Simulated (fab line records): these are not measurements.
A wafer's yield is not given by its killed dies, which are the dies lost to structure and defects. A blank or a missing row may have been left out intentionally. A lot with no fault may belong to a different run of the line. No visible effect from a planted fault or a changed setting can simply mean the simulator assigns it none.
fab line records	flow ritCmos
record: lots: 14	wafers: 42	lastDay: 7
route steps=202 shown ACTIVE@1 GATE@91 REOX@102 NLDD@112 M1@202
lots with no fault: from the same line, run without faults
startH: start of the lot's first displayed wafer, in hours after the record's first day	waitH: time in hours since the lot's previous step	" as in the row above	L1.1+2: one row covering several wafers at once	- no value, or no start given	* or withheld: withheld	< > ~ a bound
route shown NAME@n: NAME is a module with steps in the file, n the number in the route of the first one	usual: average and standard deviation across the fault-free wafers	same: alike in all rows	chamber/n: place in a boat	sites: the reading at each site	_std_site: their standard deviation	_edge_site: mean of outer sites minus mean of inner sites	radiusMm: how far each site lies from the wafer's centre	mask NAME#n: copy n	behind: the tool/chamber that last shaped the wafer	hold: reason for holding the lot/hours on hold/outcome of the hold	device: which transistor (n, p or np) failed to switch	end of line: tests run on the same wafers once the route is complete	step lacking rows: just its recipe	killed: at the first sort, the dies lost to defects and structure; wafer yield is something else	map: shows each die of a wafer: x if killed, . if not, _ if none is there
set.NAME: the setting the step ran with; set.NAME@STEP: the setting that earlier step ran with	model.NAME: the simulator's own value behind a step, which no gauge read
route steps across a sampled set of lots; one table per step, one row per wafer
services: when a tool's chamber went out of use (startH, in hours from the record's first day, below 0 if earlier), for how many hours, and the reason
== steps ==
step: RIT_ACTIVE_BOW_MEAS_00
recipe: mode: bow
usual: INCOMING_BOW: 0/6.9
lot.wafer	tool	chamber	startH	waitH	INCOMING_BOW[um]
L582.1	filmMetro-04	-	10.00	-	-3
L582.4	"	-	"	"	-5
L582.5	"	-	"	"	4
L584.2	filmMetro-01	-	20.02	-	4
L584.4	"	-	"	"	-8
L584.5	"	-	"	"	-3
L585.1	filmMetro-01	-	25.00	-	8
L585.3	"	-	"	"	-17
L585.5	"	-	"	"	10
L586.1	filmMetro-04	-	30.00	-	-9
L586.2	"	-	"	"	1
L586.3	"	-	"	"	-1
L587.1	filmMetro-01	-	35.00	-	9
L587.3	"	-	"	"	-3
L587.5	"	-	"	"	10
L591.1	filmMetro-01	-	55.00	-	6
L591.3	"	-	"	"	10
L591.5	"	-	"	"	2
L595.1	filmMetro-04	-	75.00	-	-4
L595.4	"	-	"	"	-3
L595.5	"	-	"	"	11
L596.2	filmMetro-03	-	80.02	-	9
L596.3	"	-	"	"	9
L596.5	"	-	"	"	1
L598.1	filmMetro-04	-	90.00	-	-9
L598.3	"	-	"	"	-5
L598.5	"	-	"	"	4
L599.2	filmMetro-01	-	95.02	-	-1
L599.4	"	-	"	"	-4
L599.6	"	-	"	"	-1
L602.2	filmMetro-03	-	110.02	-	3
L602.4	"	-	"	"	0
L602.5	"	-	"	"	-5
L603.3	filmMetro-01	-	115.04	-	13
L603.4	"	-	"	"	10
L603.5	"	-	"	"	5
L604.4	filmMetro-04	-	120.06	-	1
L604.5	"	-	"	"	0
L604.6	"	-	"	"	7
L605.2	filmMetro-04	-	125.02	-	-6
L605.5	"	-	"	"	2
L605.6	"	-	"	"	5
step: RIT_GATE_DEVELOP_15
recipe: resist: NOVOLAK	developTimeS: 50	devTempC: 23
usual: developerTempC: 22.99/0.13	exhaustPa: 45.1/0.99	resistLineTempC: 22.99/0.11
lot.wafer	tool	chamber	startH	waitH	developerTempC	exhaustPa	resistLineTempC
L582.1	lithoTrack-02	0	37	-	23.04	45.9	22.96
L582.4	"	0	"	"	22.89	44.7	22.88
L582.5	"	0	"	"	23.00	45.7	22.98
L584.2	lithoTrack-03	0	47	-	23.03	46.6	22.97
L584.4	"	0	"	"	23.20	44.5	22.94
L584.5	"	0	"	"	23.01	45.6	22.98
L585.1	lithoTrack-03	0	52	-	23.23	45.9	22.94
L585.3	"	0	"	"	22.98	44.9	23.24
L585.5	"	0	53	-	23.16	45.6	23.20
L586.1	lithoTrack-02	0	57	-	22.89	46.0	23.02
L586.2	"	0	"	"	23.08	45.2	22.96
L586.3	"	0	"	"	23.13	46.6	22.98
L587.1	lithoTrack-03	0	62	-	20.66	46.4	23.07
L587.3	"	0	"	"	20.56	45.5	23.05
L587.5	"	0	"	"	20.57	45.1	23.05
L591.1	lithoTrack-03	0	82	-	20.67	47.0	23.17
L591.3	"	0	"	"	20.54	47.1	23.26
L591.5	"	0	"	"	20.66	45.8	23.06
L595.1	lithoTrack-01	0	113	-	23.08	45.0	22.95
L595.4	"	0	"	"	23.10	44.1	22.78
L595.5	"	0	"	"	23.07	45.3	23.08
L596.2	lithoTrack-01	0	115	-	23.13	44.1	23.01
L596.3	"	0	"	"	23.18	44.9	23.22
L596.5	"	0	"	"	23.19	45.4	22.99
L598.1	lithoTrack-02	0	121	-	23.05	46.0	23.04
L598.3	"	0	"	"	22.87	45.9	23.06
L598.5	"	0	"	"	22.96	44.7	22.94
L599.2	lithoTrack-01	0	128	-	22.94	44.6	22.82
L599.4	"	0	"	"	22.97	45.2	23.03
L599.6	"	0	"	"	22.99	45.5	22.89
L602.2	lithoTrack-02	0	138	-	22.88	46.9	23.05
L602.4	"	0	"	"	22.93	44.9	23.03
L602.5	"	0	"	"	22.95	44.6	23.03
L603.3	lithoTrack-02	0	143	-	23.02	44.2	23.18
L603.4	"	0	"	"	23.07	44.5	23.12
L603.5	"	0	"	"	23.02	42.2	23.15
L604.4	lithoTrack-02	0	147	-	22.73	44.3	22.86
L604.5	"	0	"	"	23.03	45.2	22.83
L604.6	"	0	"	"	22.97	44.8	23.08
L605.2	lithoTrack-01	0	151	-	23.09	45.6	22.95
L605.5	"	0	"	"	23.17	46.0	22.82
L605.6	"	0	"	"	23.19	45.2	22.86
step: RIT_GATE_CD_MEAS_16
recipe: targetCdNm: 150
usual: cdNm: 149.4/2.2
lot.wafer	tool	chamber	startH	waitH	hold	cdNm
L582.1	cdSem-01	-	37.34	-	-	144.6
L582.4	"	-	"	"	-	143.6
L582.5	"	-	"	"	-	148.9
L584.2	cdSem-02	-	47.37	-	-	150.0
L584.4	"	-	"	"	-	147.2
L584.5	"	-	"	"	-	148.5
L585.1	cdSem-01	-	53.09	-	-	150.3
L585.3	"	-	"	"	-	147.9
L585.5	"	-	"	"	-	147.4
L586.1	cdSem-02	-	57.80	-	-	153.6
L586.2	"	-	"	"	-	152.2
L586.3	"	-	"	"	-	150.9
L587.1	cdSem-02	-	62.64	-	awaitDispo/0.2h/release	136.6
L587.3	"	-	"	"	awaitDispo/0.2h/release	136.1
L587.5	"	-	"	"	awaitDispo/0.2h/release	136.8
L587.1	cdSem-02	-	62.93	0.3	-	136.7
L587.3	"	-	"	"	-	136.1
L587.5	"	-	"	"	-	137.0
L591.1	cdSem-02	-	82.95	-	awaitDispo/0.2h/release	139.7
L591.3	"	-	"	"	awaitDispo/0.2h/release	140.5
L591.5	"	-	"	"	awaitDispo/0.2h/release	141.3
L591.1	cdSem-02	-	83.24	0.3	-	139.8
L591.3	"	-	"	"	-	140.3
L591.5	"	-	"	"	-	141.3
L595.1	cdSem-01	-	113.32	-	-	151.9
L595.4	"	-	"	"	-	151.1
L595.5	"	-	"	"	-	153.4
L596.2	cdSem-02	-	115.86	-	-	144.7
L596.3	"	-	"	"	-	145.4
L596.5	"	-	"	"	-	144.9
L598.1	cdSem-01	-	121.59	-	-	147.1
L598.3	"	-	"	"	-	150.9
L598.5	"	-	"	"	-	150.7
L599.2	cdSem-02	-	128.85	-	-	150.0
L599.4	"	-	"	"	-	147.8
L599.6	"	-	"	"	-	149.7
L602.2	cdSem-01	-	138.91	-	-	151.7
L602.4	"	-	"	"	-	151.1
L602.5	"	-	"	"	-	152.4
L603.3	cdSem-01	-	143.57	-	-	149.2
L603.4	"	-	"	"	-	149.2
L603.5	"	-	"	"	-	150.5
L604.4	cdSem-02	-	147.44	-	-	147.8
L604.5	"	-	"	"	-	152.8
L604.6	"	-	"	"	-	147.8
L605.2	cdSem-02	-	151.61	-	-	149.1
L605.5	"	-	"	"	-	150.5
L605.6	"	-	"	"	-	148.4
step: RIT_REOX_THK_MEAS_04
recipe: reads: SiO2_of_REOX_OXIDATION_03
usual: REOX_OXIDE_THK: 24.9/0.41
lot.wafer	tool	chamber	startH	waitH	REOX_OXIDE_THK[nm]
L582.1	filmMetro-01	-	40.97	0.0	25.2
L582.4	"	-	"	"	25.5
L582.5	"	-	"	"	25.0
L584.2	filmMetro-02	-	50.99	0.0	24.6
L584.4	"	-	"	"	24.8
L584.5	"	-	"	"	24.6
L585.1	filmMetro-03	-	57.72	0.0	24.3
L585.3	"	-	"	"	24.9
L585.5	"	-	"	"	25.0
L586.1	filmMetro-03	-	61.45	0.0	24.6
L586.2	"	-	"	"	24.4
L586.3	"	-	"	"	24.6
L587.1	filmMetro-02	-	71.05	0.0	24.8
L587.3	"	-	"	"	24.5
L587.5	"	-	"	"	24.6
L591.1	filmMetro-01	-	100.38	0.0	24.7
L591.3	"	-	"	"	24.3
L591.5	"	-	"	"	24.1
L595.1	filmMetro-02	-	117.25	0.0	25.8
L595.4	"	-	"	"	24.5
L595.5	"	-	"	"	25.3
L596.2	filmMetro-02	-	120.88	0.0	25.4
L596.3	"	-	"	"	25.3
L596.5	"	-	"	"	25.1
L598.1	filmMetro-01	-	125.22	0.0	24.6
L598.3	"	-	"	"	25.1
L598.5	"	-	"	"	24.5
L599.2	filmMetro-01	-	132.46	0.0	24.7
L599.4	"	-	"	"	24.7
L599.6	"	-	"	"	24.2
L602.2	filmMetro-02	-	142.54	0.0	24.2
L602.4	"	-	"	"	24.9
L602.5	"	-	"	"	24.6
L603.3	filmMetro-03	-	147.29	0.0	24.6
L603.4	"	-	"	"	24.4
L603.5	"	-	"	"	24.6
L604.4	filmMetro-02	-	151.04	0.0	24.8
L604.5	"	-	"	"	24.8
L604.6	"	-	"	"	24.8
L605.2	filmMetro-02	-	155.23	0.0	24.9
L605.5	"	-	"	"	24.8
L605.6	"	-	"	"	24.6
step: RIT_NLDD_STRIP_09
recipe: chemistry: O2	timeS: 180	resist: NOVOLAK	platenTempC: withheld	powerW: 500	pressureMtorr: 4000	o2FlowSccm: 4000
usual: drypumpMotorCurrentA: 5.8/0.35
lot.wafer	tool	chamber	startH	waitH	drypumpMotorCurrentA	rfHoursCounterH
L582.1	plasmaAsher-01	0	42.34	0.1	5.5	39
L582.4	"	0	"	"	5.5	-
L582.5	"	0	"	"	5.6	-
L584.2	plasmaAsher-04	0	52.54	0.1	5.9	42
L584.4	"	0	"	"	5.9	-
L584.5	"	1	"	"	6.3	-
L585.1	plasmaAsher-01	0	59.09	0.1	5.6	41
L585.3	"	0	"	"	5.5	-
L585.5	"	1	"	"	5.9	-
L586.1	plasmaAsher-01	1	62.69	0.1	5.9	41
L586.2	"	0	"	"	5.6	41
L586.3	"	1	"	"	5.9	-
L587.1	plasmaAsher-03	1	72.42	0.1	6.1	44
L587.3	"	0	"	"	5.1	-
L587.5	"	0	"	"	5.1	-
L591.1	plasmaAsher-03	1	101.86	0.1	6.1	46
L591.3	"	0	"	"	5.1	-
L591.5	"	1	"	"	6.1	-
L595.1	plasmaAsher-04	0	118.49	0.1	5.9	0
L595.4	"	0	"	"	5.9	-
L595.5	"	0	"	"	5.8	-
L596.2	plasmaAsher-03	1	122.24	0.1	6.1	49
L596.3	"	1	"	"	6.1	-
L596.5	"	1	"	"	6.1	-
L598.1	plasmaAsher-01	0	126.59	0.1	5.6	48
L598.3	"	1	"	"	5.9	-
L598.5	"	1	"	"	5.9	-
L599.2	plasmaAsher-04	1	133.71	0.1	6.3	1
L599.4	"	1	"	"	6.3	-
L599.6	"	1	"	"	6.2	-
L602.2	plasmaAsher-01	0	144.11	0.1	5.5	51
L602.4	"	0	"	"	5.6	-
L602.5	"	1	"	"	5.9	-
L603.3	plasmaAsher-01	0	148.58	0.1	5.6	-
L603.4	"	1	"	"	5.9	-
L603.5	"	1	"	"	5.9	-
L604.4	plasmaAsher-01	1	152.48	0.1	5.9	-
L604.5	"	1	"	"	5.9	-
L604.6	"	0	"	"	5.6	-
L605.2	plasmaAsher-04	0	156.59	0.1	5.9	4
L605.5	"	0	"	"	5.9	-
L605.6	"	1	"	"	6.2	-
step: RIT_M1_PROBE_99
usual: killed_at_M0_to_M3: 0.0/0.12	killedAtContacts: 0.1/0.23	killedAtFrontEnd: 7/3	killedDies: 7/3.1	killedOpen: 3.3/2.1	killedShort: 3.3/2
same: grossDies: 264	killed_at_M4_up: 0	killedAtBackSide: 0	killedAtOther: 0
lot.wafer	tool	chamber	startH	waitH	killed_at_M0_to_M3	killedAtContacts	killedAtFrontEnd	killedDies	killedOpen	killedShort
L582.1	prober-02	-	58.67	0.1	0	0	12	12	7	5
L582.4	prober-02	-	58.82	0.2	0	0	10	10	2	8
L582.5	prober-02	-	58.87	0.2	0	0	13	13	9	4
L584.2	prober-02	-	67.69	0.1	0	0	6	6	3	3
L584.4	prober-02	-	67.79	0.2	0	1	6	7	4	3
L584.5	prober-02	-	67.84	0.2	0	0	6	6	2	4
L585.1	prober-01	-	74.29	0.1	0	0	12	12	3	9
L585.3	prober-01	-	74.39	0.2	0	0	6	6	1	5
L585.5	prober-01	-	74.49	0.2	0	0	11	11	7	4
L586.1	prober-02	-	78.15	0.1	0	0	3	3	2	1
L586.2	prober-02	-	78.20	0.1	0	0	2	2	0	2
L586.3	prober-02	-	78.25	0.2	1	0	0	1	0	1
L587.1	prober-01	-	89.68	0.1	0	0	8	8	3	4
L587.3	prober-01	-	89.78	0.2	0	0	9	9	4	4
L587.5	prober-01	-	89.88	0.2	0	0	15	15	5	7
L591.1	prober-01	-	119.75	0.1	0	0	5	5	2	3
L591.3	prober-01	-	119.85	0.2	0	0	7	7	2	5
L591.5	prober-01	-	119.95	0.2	0	0	4	4	1	3
L595.1	prober-01	-	133.97	0.1	0	0	2	2	1	1
L595.4	prober-01	-	134.12	0.2	0	0	8	8	3	5
L595.5	prober-01	-	134.17	0.2	0	0	5	5	1	4
L596.2	prober-02	-	137.62	0.1	0	0	9	9	4	5
L596.3	prober-02	-	137.67	0.2	1	0	11	12	5	7
L596.5	prober-02	-	137.77	0.2	0	0	5	5	4	1
L598.1	prober-02	-	143.67	0.1	0	0	6	6	1	5
L598.3	prober-02	-	143.77	0.2	0	0	8	8	5	3
L598.5	prober-02	-	143.87	0.2	0	0	11	11	7	4
L599.2	prober-01	-	148.69	0.1	0	0	4	4	2	2
L599.4	prober-01	-	148.79	0.2	0	0	7	7	4	3
L599.6	prober-01	-	148.89	0.2	0	0	6	6	3	3
L602.2	prober-02	-	165.10	0.1	0	1	6	7	2	5
L602.4	prober-02	-	165.20	0.2	0	0	5	5	2	3
L602.5	prober-02	-	165.25	0.2	0	0	4	4	1	3
L603.3	prober-01	-	165.15	0.2	0	0	9	9	4	5
L603.4	prober-01	-	165.20	0.2	0	0	7	7	4	3
L603.5	prober-01	-	165.25	0.2	0	0	6	6	5	1
L604.4	prober-02	-	169.96	0.2	0	0	12	12	7	5
L604.5	prober-02	-	170.01	0.2	0	0	12	12	8	4
L604.6	prober-02	-	170.06	0.2	0	0	7	7	2	5
L605.2	prober-01	-	172.99	0.1	0	0	1	1	1	0
L605.5	prober-01	-	173.14	0.2	0	0	7	7	6	1
L605.6	prober-01	-	173.19	0.2	0	0	5	5	3	2
killed by level:class
L582.1 GATE:geometricParticle:open=3 REOX:geometricParticle:short=2 SILICIDE:geometricParticle:open=2 SILICIDE:geometricParticle:short=2 FOX1:geometricParticle:open=1 FOX1:geometricParticle:short=1 REOX:geometricParticle:open=1
L582.4 FOX1:geometricParticle:short=5 FOX1:geometricParticle:open=2 GATE:geometricParticle:short=2 SILICIDE:geometricParticle:short=1
L582.5 GATE:geometricParticle:open=3 REOX:geometricParticle:open=2 FOX1:geometricParticle:short=1 FOX1:geometricParticle:open=1 FOX2:geometricParticle:open=1 REOX:geometricParticle:short=1 SPACER:geometricParticle:short=1 SPACER:geometricParticle:open=1
L584.2 FOX1:geometricParticle:open=2 FOX1:geometricParticle:short=1 FOX2:geometricParticle:short=1 GATE:geometricParticle:open=1 SPACER:geometricParticle:short=1
L584.4 GATE:geometricParticle:open=4 SPACER:geometricParticle:short=2 CONTACT:geometricParticle:short=1
L584.5 SILICIDE:geometricParticle:open=2 FOX1:geometricParticle:short=1 FOX2:geometricParticle:short=1 GATE:geometricParticle:short=1 SILICIDE:geometricParticle:short=1
L585.1 REOX:geometricParticle:short=3 GATE:geometricParticle:open=2 GATE:geometricParticle:short=2 SPACER:geometricParticle:short=2 FOX1:geometricParticle:short=1 REOX:geometricParticle:open=1 SILICIDE:geometricParticle:short=1
L585.3 GATE:geometricParticle:short=3 FOX1:geometricParticle:short=2 SILICIDE:geometricParticle:open=1
L585.5 GATE:geometricParticle:short=3 SILICIDE:geometricParticle:open=3 SPACER:geometricParticle:open=2 FOX1:geometricParticle:open=1 FOX2:geometricParticle:open=1 SPACER:geometricParticle:short=1
L586.1 FOX1:geometricParticle:open=2 GATE:geometricParticle:short=1
L586.2 FOX1:geometricParticle:short=1 GATE:geometricParticle:short=1
L586.3 M1:geometricParticle:short=1
L587.1 GATE:geometricParticle:short=4 ACTIVE:geometricParticle:open=1 SPACER:geometricParticle:open=1 SILICIDE:geometricParticle:open=1 GATE:areaDevelop=1
L587.3 GATE:geometricParticle:short=3 GATE:geometricParticle:open=2 FOX1:geometricParticle:short=1 SPACER:geometricParticle:open=1 SILICIDE:geometricParticle:open=1 GATE:areaDevelop=1
L587.5 FOX1:geometricParticle:open=4 GATE:areaDevelop=3 GATE:geometricParticle:short=2 SILICIDE:geometricParticle:short=2 FOX1:geometricParticle:short=1 GATE:geometricParticle:open=1 REOX:geometricParticle:short=1 SPACER:geometricParticle:short=1
L591.1 FOX1:geometricParticle:short=1 FOX1:geometricParticle:open=1 GATE:geometricParticle:short=1 REOX:geometricParticle:short=1 REOX:geometricParticle:open=1
L591.3 REOX:geometricParticle:short=2 FOX1:geometricParticle:short=1 FOX2:geometricParticle:short=1 REOX:geometricParticle:open=1 SPACER:geometricParticle:open=1 SPACER:geometricParticle:short=1
L591.5 FOX1:geometricParticle:short=2 FOX1:geometricParticle:open=1 GATE:geometricParticle:short=1
L595.1 FOX2:geometricParticle:short=1 GATE:geometricParticle:open=1
L595.4 GATE:geometricParticle:short=3 GATE:geometricParticle:open=2 REOX:geometricParticle:short=2 REOX:geometricParticle:open=1
L595.5 GATE:geometricParticle:short=2 FOX2:geometricParticle:short=1 FOX2:geometricParticle:open=1 SPACER:geometricParticle:short=1
L596.2 SPACER:geometricParticle:short=3 FOX1:geometricParticle:short=1 FOX1:geometricParticle:open=1 GATE:geometricParticle:open=1 GATE:geometricParticle:short=1 SPACER:geometricParticle:open=1 SILICIDE:geometricParticle:open=1
L596.3 FOX1:geometricParticle:open=2 FOX2:geometricParticle:short=2 GATE:geometricParticle:open=2 FOX1:geometricParticle:short=1 GATE:geometricParticle:short=1 REOX:geometricParticle:open=1 SPACER:geometricParticle:short=1 SILICIDE:geometricParticle:short=1
L596.5 FOX2:geometricParticle:open=2 REOX:geometricParticle:short=1 SPACER:geometricParticle:open=1 SILICIDE:geometricParticle:open=1
L598.1 REOX:geometricParticle:short=2 SILICIDE:geometricParticle:short=2 FOX1:geometricParticle:short=1 REOX:geometricParticle:open=1
L598.3 GATE:geometricParticle:short=3 GATE:geometricParticle:open=2 FOX2:geometricParticle:open=1 REOX:geometricParticle:open=1 SILICIDE:geometricParticle:open=1
L598.5 REOX:geometricParticle:open=3 GATE:geometricParticle:open=2 REOX:geometricParticle:short=2 SILICIDE:geometricParticle:open=2 FOX2:geometricParticle:short=1 GATE:geometricParticle:short=1
L599.2 FOX2:geometricParticle:short=1 GATE:geometricParticle:short=1 GATE:geometricParticle:open=1 SPACER:geometricParticle:open=1
L599.4 GATE:geometricParticle:short=3 SPACER:geometricParticle:open=2 FOX1:geometricParticle:open=1 GATE:geometricParticle:open=1
L599.6 FOX1:geometricParticle:open=3 FOX1:geometricParticle:short=1 SPACER:geometricParticle:short=1 SILICIDE:geometricParticle:short=1
L602.2 REOX:geometricParticle:short=2 GATE:geometricParticle:open=1 GATE:geometricParticle:short=1 SILICIDE:geometricParticle:open=1 SILICIDE:geometricParticle:short=1 CONTACT:geometricParticle:short=1
L603.3 GATE:geometricParticle:open=3 GATE:geometricParticle:short=3 FOX1:geometricParticle:open=1 FOX1:geometricParticle:short=1 SILICIDE:geometricParticle:short=1
L602.4 REOX:geometricParticle:short=2 SPACER:geometricParticle:open=2 SPACER:geometricParticle:short=1
L603.4 SPACER:geometricParticle:open=2 SILICIDE:geometricParticle:short=2 GATE:geometricParticle:open=1 REOX:geometricParticle:short=1 SILICIDE:geometricParticle:open=1
L602.5 SILICIDE:geometricParticle:short=2 FOX1:geometricParticle:open=1 FOX2:geometricParticle:short=1
L603.5 FOX2:geometricParticle:open=2 REOX:geometricParticle:open=2 REOX:geometricParticle:short=1 SILICIDE:geometricParticle:open=1
L604.4 SILICIDE:geometricParticle:open=5 FOX1:geometricParticle:short=2 FOX2:geometricParticle:open=2 GATE:geometricParticle:short=2 REOX:geometricParticle:short=1
L604.5 SPACER:geometricParticle:short=3 REOX:geometricParticle:open=2 SPACER:geometricParticle:open=2 SILICIDE:geometricParticle:open=2 FOX1:geometricParticle:open=1 GATE:geometricParticle:open=1 GATE:geometricParticle:short=1
L604.6 REOX:geometricParticle:short=2 SILICIDE:geometricParticle:open=2 GATE:geometricParticle:short=1 SPACER:geometricParticle:short=1 SILICIDE:geometricParticle:short=1
L605.2 FOX1:geometricParticle:open=1
L605.5 FOX2:geometricParticle:open=2 FOX2:geometricParticle:short=1 GATE:geometricParticle:open=1 REOX:geometricParticle:open=1 SPACER:geometricParticle:open=1 SILICIDE:geometricParticle:open=1
L605.6 FOX1:geometricParticle:open=1 FOX1:geometricParticle:short=1 FOX2:geometricParticle:short=1 GATE:geometricParticle:open=1 SILICIDE:geometricParticle:open=1
== services ==
tool	chamber	startH	hours	kind
plasmaAsher-04	-	71.89	1.8	repair
plasmaAsher-03	-	86.78	4.0	pm
plasmaAsher-04	-	108.75	9.0	pm
plasmaAsher-04	0	108.75	9.0	ventCycle
plasmaAsher-04	1	108.75	9.0	ventCycle
plasmaAsher-04	0	117.75	-	clean
plasmaAsher-04	1	117.75	-	clean
plasmaAsher-04	-	126.51	5.2	repair
== key ==
firstSign: step: RIT_GATE_DEVELOP_15	reading: developerTempC	direction: down	sigmas: 19	usual: *	struck: *
effect: step: RIT_GATE_CD_MEAS_16	reading: visit	direction: added	through: controlLoop
metAt RIT_GATE_DEVELOP_15
struckLots L587,L591
testerLeftOut L587,L591
loopTrim: step: RIT_GATE_EXPOSE_13	setting: dose	lots: L591
notActingAt RIT_ACTIVE_BOW_MEAS_00,RIT_REOX_THK_MEAS_04,RIT_NLDD_STRIP_09
onsetBetween 52 62
fault: kind: processParameterDrift	tool: lithoTrack-03	chamber: -	onsetH: 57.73	steps: RIT_GATE_DEVELOP_15	channel: devTempC	offset: *	shape: step	endH: 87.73	actsIn: *	stated: *
testerLeftOut: of these lots the tester's yield and bins aren't shown, on N5 and GAA mostly nor the transistor test; their killed dies are dies lost to structure and defects alone, not to doping, threshold or leakage, so they don't give the yield
loopTrim: a control loop set the setting to another value than it would have without faults
